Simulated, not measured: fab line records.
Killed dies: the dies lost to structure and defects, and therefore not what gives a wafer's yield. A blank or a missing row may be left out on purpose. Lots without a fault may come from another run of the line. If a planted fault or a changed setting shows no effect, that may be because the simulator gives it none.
What tool caused it?    flow berkeley_cmos170    14 lots, 42 wafers sampled, at 7 steps of a route of 331

WHAT THE GAUGES SHOWED, per wafer
UCB170_START_THK_MEAS_03. Usual: START_OXIDE_THK gives 20.2 nm (standard deviation 0.43).
lot   measured     on             START_OXIDE_THK (nm)  flag
L592  day 1 14:39  film_metro-01  19.7 19.6 19.7        
L593  day 1 19:58  film_metro-04  20.0 20.4 20.0        
L594  day 2 02:56  film_metro-04  20.1 20.5 20.5        
L595  day 2 02:57  film_metro-01  19.5 19.5 19.5        
L596  day 2 12:35  film_metro-02  20.1 20.1 20.1        
L597  day 2 15:28  film_metro-01  19.7 20.1 19.7        
L598  day 2 21:17  film_metro-02  19.9 20.0 20.1        
L599  day 3 02:57  film_metro-01  20.1 20.3 20.2        
L604  day 4 05:46  film_metro-04  19.5 19.0 19.2        
L606  day 4 13:46  film_metro-01  20.3 20.4 19.9        
L608  day 4 23:23  film_metro-04  20.2 20.2 19.9        
L611  day 5 14:49  film_metro-01  20.5 20.7 20.9        
L612  day 5 18:16  film_metro-04  20.8 20.3 20.5        
L614  day 6 05:23  film_metro-04  20.7 20.6 20.4        

UCB170_M2_RS_MEAS_02: uses a four-point probe to measure. Usual: M2_AL_RS gives 0.0322 ohm/sq (standard deviation 0.00039).
lot   measured      on             M2_AL_RS (ohm/sq)     flag
L592  day 9 02:27   film_metro-04  0.0331 0.0327 0.0330  
L593  day 9 01:51   film_metro-02  0.0319 0.0321 0.0320  
L594  day 9 01:43   film_metro-03  0.0322 0.0324 0.0325  
L595  day 9 01:37   film_metro-02  0.0329 0.0328 0.0329  
L596  day 9 05:16   film_metro-03  0.0324 0.0322 0.0323  
L597  day 9 03:09   film_metro-03  0.0323 0.0326 0.0320  
L598  day 10 02:07  film_metro-04  0.0324 0.0322 0.0324  
L599  day 10 01:49  film_metro-02  0.0318 0.0318 0.0318  
L604  day 11 05:47  film_metro-04  0.1144 0.1125 0.1158  OFF
L606  day 11 07:14  film_metro-03  0.1136 0.1200 0.1157  OFF
L608  day 11 21:10  film_metro-02  0.1243 0.1190 0.1175  OFF
L611  day 12 10:22  film_metro-03  0.0321 0.0322 0.0321  
L612  day 12 09:24  film_metro-02  0.0318 0.0314 0.0314  
L614  day 12 18:52  film_metro-02  0.0321 0.0320 0.0318  

UCB170_M2_THK_MEAS_03: measures by xrf. Usual: M2_AL_THK gives 919 nm (standard deviation 12).
lot   measured      on             M2_AL_THK (nm)  flag
L592  day 9 02:33   film_metro-04  905 913 907     
L593  day 9 01:58   film_metro-02  918 910 919     
L594  day 9 01:49   film_metro-03  917 912 910     
L595  day 9 01:43   film_metro-02  887 889 896     
L596  day 9 05:23   film_metro-03  907 915 918     
L597  day 9 03:16   film_metro-03  909 904 922     
L598  day 10 02:13  film_metro-04  914 917 920     
L599  day 10 01:55  film_metro-02  923 931 929     
L604  day 11 05:53  film_metro-04  267 270 263     OFF
L606  day 11 07:21  film_metro-03  268 255 262     OFF
L608  day 11 21:17  film_metro-02  245 255 260     OFF
L611  day 12 10:29  film_metro-03  923 914 920     
L612  day 12 09:31  film_metro-02  928 936 935     
L614  day 12 18:59  film_metro-02  921 921 925     

UCB170_M3_CD_MEAS_15: target cd 700 nm. Usual: 699.9 nm for cd_nm, sd 1.2.
lot   measured      on         cd_nm (nm)         flag
L592  day 9 16:53   cd_sem-02  700.0 698.3 700.0  
L593  day 9 17:08   cd_sem-02  697.9 699.1 697.4  
L594  day 9 17:36   cd_sem-02  700.8 701.1 700.4  
L595  day 9 17:20   cd_sem-01  700.7 699.5 699.6  
L596  day 9 17:55   cd_sem-01  698.8 700.1 699.9  
L597  day 9 17:18   cd_sem-02  700.5 700.8 700.3  
L598  day 10 12:47  cd_sem-01  700.1 700.7 699.6  
L599  day 10 13:04  cd_sem-01  700.5 700.6 700.5  
L604  day 11 14:16  cd_sem-02  701.1 701.0 703.0  
L606  day 11 16:27  cd_sem-02  700.5 701.1 700.5  
L608  day 12 04:59  cd_sem-02  702.0 702.4 702.5  
L611  day 12 19:12  cd_sem-02  699.0 698.7 698.5  
L612  day 12 19:04  cd_sem-01  699.3 698.6 699.1  
L614  day 13 03:00  cd_sem-01  699.8 699.9 698.5  

TOOL THAT RAN EACH LOT (tool first, then ch and the chambers of the sampled wafers, then the start)
lot   UCB170_ACTIVE_ETCH_15              UCB170_M2_SPUTTER_01          UCB170_M2_METAL_ETCH_18
L592  rie_diel-04 ch 0,2,3, day 5 01:46  pvd_sputter-01, day 9 02:20   rie_metal-01 ch 0,1, day 9 08:31
L593  rie_diel-02 ch 0,1, day 5 02:02    pvd_sputter-04, day 9 01:46   rie_metal-02 ch 0,1, day 9 08:44
L594  rie_diel-01 ch 0,3, day 5 06:55    pvd_sputter-02, day 9 01:36   rie_metal-01 ch 0,1, day 9 08:58
L595  rie_diel-04 ch 0,1, day 5 06:40    pvd_sputter-01, day 9 01:29   rie_metal-04 ch 0,1, day 9 08:48
L596  rie_diel-01 ch 0,1,2, day 5 18:54  pvd_sputter-04, day 9 05:11   rie_metal-04 ch 0,1, day 9 09:20
L597  rie_diel-02 ch 0,1,2, day 5 18:47  pvd_sputter-02, day 9 03:04   rie_metal-02 ch 0,1, day 9 09:04
L598  rie_diel-01 ch 2,3, day 6 03:40    pvd_sputter-02, day 10 02:00  rie_metal-04 ch 0,1, day 10 04:37
L599  rie_diel-01 ch 0,3, day 6 04:16    pvd_sputter-04, day 10 01:43  rie_metal-01 ch 0,1, day 10 04:32
L604  rie_diel-01 ch 0,1, day 7 13:18    pvd_sputter-04, day 11 05:41  rie_metal-04 ch 0,1, day 11 08:17
L606  rie_diel-04 ch 0,2,3, day 7 19:17  pvd_sputter-04, day 11 07:09  rie_metal-04 ch 0,1, day 11 09:28
L608  rie_diel-02 ch 1,2,3, day 8 11:23  pvd_sputter-04, day 11 21:05  rie_metal-01 ch 0,1, day 11 23:41
L611  rie_diel-02 ch 0,1,2, day 8 23:31  pvd_sputter-02, day 12 10:16  rie_metal-02 ch 0,1, day 12 13:18
L612  rie_diel-01 ch 0,3, day 8 23:15    pvd_sputter-01, day 12 09:19  rie_metal-01 ch 0,1, day 12 12:37
L614  rie_diel-04 ch 1,3, day 9 09:08    pvd_sputter-01, day 12 18:46  rie_metal-01 ch 0,1, day 12 21:19
- UCB170_ACTIVE_ETCH_15: etches Si3N4 in CH3F/Ar/O2, stops on SiO2, target depth 242 nm, time 151 s.
- UCB170_M2_SPUTTER_01: material Al, target thk 900 nm, time 120 s.
- UCB170_M2_METAL_ETCH_18: etches Al in Cl2/BCl3, stops on SiO2, target depth 1170 nm, time 195 s.

AS READ BY THE TOOLS THEMSELVES (means over the sampled wafers that have a number; for cases with no such wafer, the mark the record gives instead)
UCB170_ACTIVE_ETCH_15. Usual: CH3F_flow_sccm 20.00 sccm, standard deviation 0.053; drypump_motor_current_A 5.8 A, standard deviation 0.5; oes_product_au 0.938 a.u., standard deviation 0.016; throttle_valve_pct 8.04 %, standard deviation 0.11.
lot   tool         CH3F_flow_sccm (sccm)  drypump_motor_current_A (A)  oes_product_au (a.u.)  throttle_valve_pct (%)  flag
L592  rie_diel-04  20.01                  5.8                          0.941                  7.98                    
L593  rie_diel-02  20.01                  6.3                          0.938                  8.05                    
L594  rie_diel-01  20.05                  5.8                          0.939                  8.07                    
L595  rie_diel-04  19.94                  5.3                          0.940                  8.14                    
L596  rie_diel-01  20.03                  5.9                          0.935                  8.00                    
L597  rie_diel-02  20.00                  5.9                          0.951                  8.06                    
L598  rie_diel-01  19.99                  6.3                          0.947                  7.94                    
L599  rie_diel-01  20.02                  5.8                          0.938                  8.07                    
L604  rie_diel-01  19.98                  5.6                          0.934                  8.09                    
L606  rie_diel-04  20.02                  5.8                          0.933                  7.99                    
L608  rie_diel-02  20.00                  5.7                          0.939                  8.11                    
L611  rie_diel-02  20.00                  5.9                          0.948                  8.05                    
L612  rie_diel-01  19.99                  5.8                          0.947                  8.07                    
L614  rie_diel-04  20.00                  5.3                          0.927                  8.11                    

UCB170_M2_SPUTTER_01. Usual: 29.7 % for throttle_valve_pct, sd 0.97.
lot   tool            throttle_valve_pct (%)  flag
L592  pvd_sputter-01  30.8                    
L593  pvd_sputter-04  29.5                    
L594  pvd_sputter-02  29.7                    
L595  pvd_sputter-01  30.0                    
L596  pvd_sputter-04  28.9                    
L597  pvd_sputter-02  30.0                    
L598  pvd_sputter-02  30.0                    
L599  pvd_sputter-04  29.4                    
L604  pvd_sputter-04  28.7                    
L606  pvd_sputter-04  29.1                    
L608  pvd_sputter-04  29.4                    
L611  pvd_sputter-02  29.5                    
L612  pvd_sputter-01  31.5                    
L614  pvd_sputter-01  30.9                    

UCB170_M2_METAL_ETCH_18. Usual: drypump_motor_current_A 5.8 A, standard deviation 0.34; he_backside_leak_sccm 3.3 sccm, standard deviation 0.39; oes_product_au 0.858 a.u., standard deviation 0.016; throttle_valve_pct 24.41 %, standard deviation 0.23.
lot   tool          drypump_motor_current_A (A)  he_backside_leak_sccm (sccm)  oes_product_au (a.u.)  throttle_valve_pct (%)  flag
L592  rie_metal-01  5.5                          3.2                           0.861                  24.13                   
L593  rie_metal-02  6.0                          3.2                           0.846                  24.53                   
L594  rie_metal-01  5.5                          3.3                           0.854                  24.30                   
L595  rie_metal-04  5.9                          3.3                           0.850                  24.52                   
L596  rie_metal-04  5.9                          3.4                           0.863                  24.53                   
L597  rie_metal-02  6.2                          3.2                           0.851                  24.54                   
L598  rie_metal-04  6.0                          4.2                           0.853                  24.54                   
L599  rie_metal-01  5.5                          3.2                           0.862                  24.28                   
L604  rie_metal-04  6.0                          3.6                           0.515                  24.71                   OFF
L606  rie_metal-04  5.9                          3.4                           0.522                  24.69                   OFF
L608  rie_metal-01  5.5                          3.3                           0.510                  24.46                   OFF
L611  rie_metal-02  6.2                          3.3                           0.851                  24.52                   
L612  rie_metal-01  5.5                          3.4                           0.861                  24.30                   
L614  rie_metal-01  5.5                          3.3                           0.858                  24.29                   

THE ANSWER, worked out from the rows above alone
Rule: lot off if the mean of its wafers having a number is beyond 3 standard deviations from the usual mean. A lot without any number at a reading at which 4 lots or more have one is off too. Any other lot the step has rows for is counted as sound. First the gauges in route order, then the tools' own readings, where a lot's mean is used as printed above. At the first step where some lot is off, the reading lying furthest off is the one used; lots without a number count as furthest.
Off: L604, L606, L608, seen at UCB170_M2_RS_MEAS_02 (M2_AL_RS).
A tool fits if, at a process step before that reading, it ran every lot that is off, and no sound lot after the first of them. Not tried: the gauges at UCB170_M2_RS_MEAS_02; whatever is off there is also off at UCB170_M2_METAL_ETCH_18, on other tools, and gauge error can't account for it. One fits: UCB170_M2_SPUTTER_01 on pvd_sputter-04. A fault onset in the window from L599 (day 10 01:43, its last sound lot) to L604 (day 11 05:41, its first lot off) fits.

WHAT THE SIMULATOR HAD INSERTED
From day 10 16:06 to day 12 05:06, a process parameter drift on pvd_sputter-04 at UCB170_M2_SPUTTER_01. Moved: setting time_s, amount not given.
Shown lots that were struck: L604, L606, L608. The same result came from the rule above.
